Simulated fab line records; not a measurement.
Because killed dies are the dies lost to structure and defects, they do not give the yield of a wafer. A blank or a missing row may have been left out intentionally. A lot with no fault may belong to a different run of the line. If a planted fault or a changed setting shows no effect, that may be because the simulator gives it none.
8D (eight disciplines) problem report, filled in by code / flow ritCmos / the parts of the form that need people (team, actions taken, sign-off) are left out

1. PROBLEM STATEMENT
SPACER_NITRIDE_THK at RIT_SPACER_THK_MEAS_04 reads a mean of 420.1 nm on 3 wafers of 1 lot; wafers without a fault read 250.1 nm with a standard deviation of 2.5. That puts it +68 standard deviations away from the usual mean.
Earliest sighting: wafer L744.1 on filmMetro-04 at day 5 00:05. The record holds 30 wafers of 10 lots with a number at this step. Rule for "out" (also "out of limits"): further than 4 standard deviations from the usual mean. All remaining wafers that have a number are taken as sound.

2. WHAT IT IS; WHAT IT IS NOT
question=which readings at this step | is=SPACER_NITRIDE_THK | is not=-
question=which lots | is=L744 | is not=L734, L735, L743, L746, L747, L748, L749, L755, L756
question=which wafers of those lots | is=all that have a number | is not=-
question=read on which gauges | is=filmMetro-04 | is not=filmMetro-01, filmMetro-02
question=when | is=from day 5 00:05 | is not=up to then (9 sound wafers); but 18 sound wafers of L746, L747, L748, L749, L755, L756 came after

3. WHAT RULES OUT EACH SUSPECT
Counting: any tool at a process step up to the reading is kept as a suspect provided that every lot that is out went through it and no sound lot did after the first of them.
- the gauge at RIT_SPACER_THK_MEAS_04 has been ruled out. All the wafers that are out were read on filmMetro-04, but those of them that RIT_SPACER_CVD_03 has rows for are out there too, on other tools.
- lpcvd-01 at RIT_SPACER_CVD_03 (deposits Si3N4 from SiH2Cl2/NH3, target thk 250 nm, time 3300 s): ruled out as a lasting fault. Sound lots L749 ran on it after its first lot that is out, L744 (day 4 22:11).
Left after counting: nothing in the record.

4. THE CAUSE (what the simulator had put in)
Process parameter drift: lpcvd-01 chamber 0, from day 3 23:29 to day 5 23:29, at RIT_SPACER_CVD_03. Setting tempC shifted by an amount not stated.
It was ruled out by counting, in error; the rule expects a fault to strike all lots run on its tool from its start on, and this fault did not.

5. THE EFFECT CHAIN, in route order
Rows list readings where the struck wafers' mean (over those with a number) sits beyond 3 standard deviations from the usual. Readings are gone through only where the record gives a usual standard deviation; hours: the median, over the lots, of the time from a lot's start at the first step in this table giving one to that lot's start at this step; sigmas: the change measured in usual standard deviations.
hours=0; step=RIT_SPACER_CVD_03; reading=spikeTcCentreC; usual=812.5 C; on struck wafers=857.9; change=+45.4; sigmas=+38
hours=0; step=RIT_SPACER_CVD_03; reading=spikeTcLoadC; usual=832.8 C; on struck wafers=879.8; change=+47.0; sigmas=+23
hours=0; step=RIT_SPACER_CVD_03; reading=spikeTcSourceC; usual=833.8 C; on struck wafers=881.3; change=+47.5; sigmas=+25
hours=0; step=RIT_SPACER_CVD_03; reading=susceptorTempC; usual=810.0 C; on struck wafers=854.8; change=+44.8; sigmas=+99 or more
hours=0; step=RIT_SPACER_CVD_03; reading=zonePowerSourcePct; usual=21.2 %; on struck wafers=23.4; change=+2.2; sigmas=+6.7
hours=2; step=RIT_SPACER_THK_MEAS_04; reading=SPACER_NITRIDE_THK; usual=250.1 nm; on struck wafers=420.1; change=+170.0; sigmas=+68
hours=2; step=RIT_SPACER_ETCHBACK_05; reading=oesProductAu; usual=0.871 a.u.; on struck wafers=1.005; change=+0.134; sigmas=+8.4
Its process steps:
- RIT_SPACER_CVD_03: deposits Si3N4 from SiH2Cl2/NH3, target thk 250 nm, time 3300 s.
- RIT_SPACER_ETCHBACK_05: etches Si3N4 in SF6/CHF3, stops on SiO2, target depth 250 nm, time 229.5 s.

6. WHAT WOULD HAVE CAUGHT IT SOONER
25 hours passed between the start of the fault at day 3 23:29 and the first reading out of limits at a measuring or inspecting step in this record, taken at day 5 00:05.
The tool's own readings at RIT_SPACER_CVD_03 were out on every struck wafer that the step has a row for (spikeTcCentreC, spikeTcLoadC, spikeTcSourceC, susceptorTempC, zonePowerSourcePct): an alarm limit on them would have fired on the first of those.
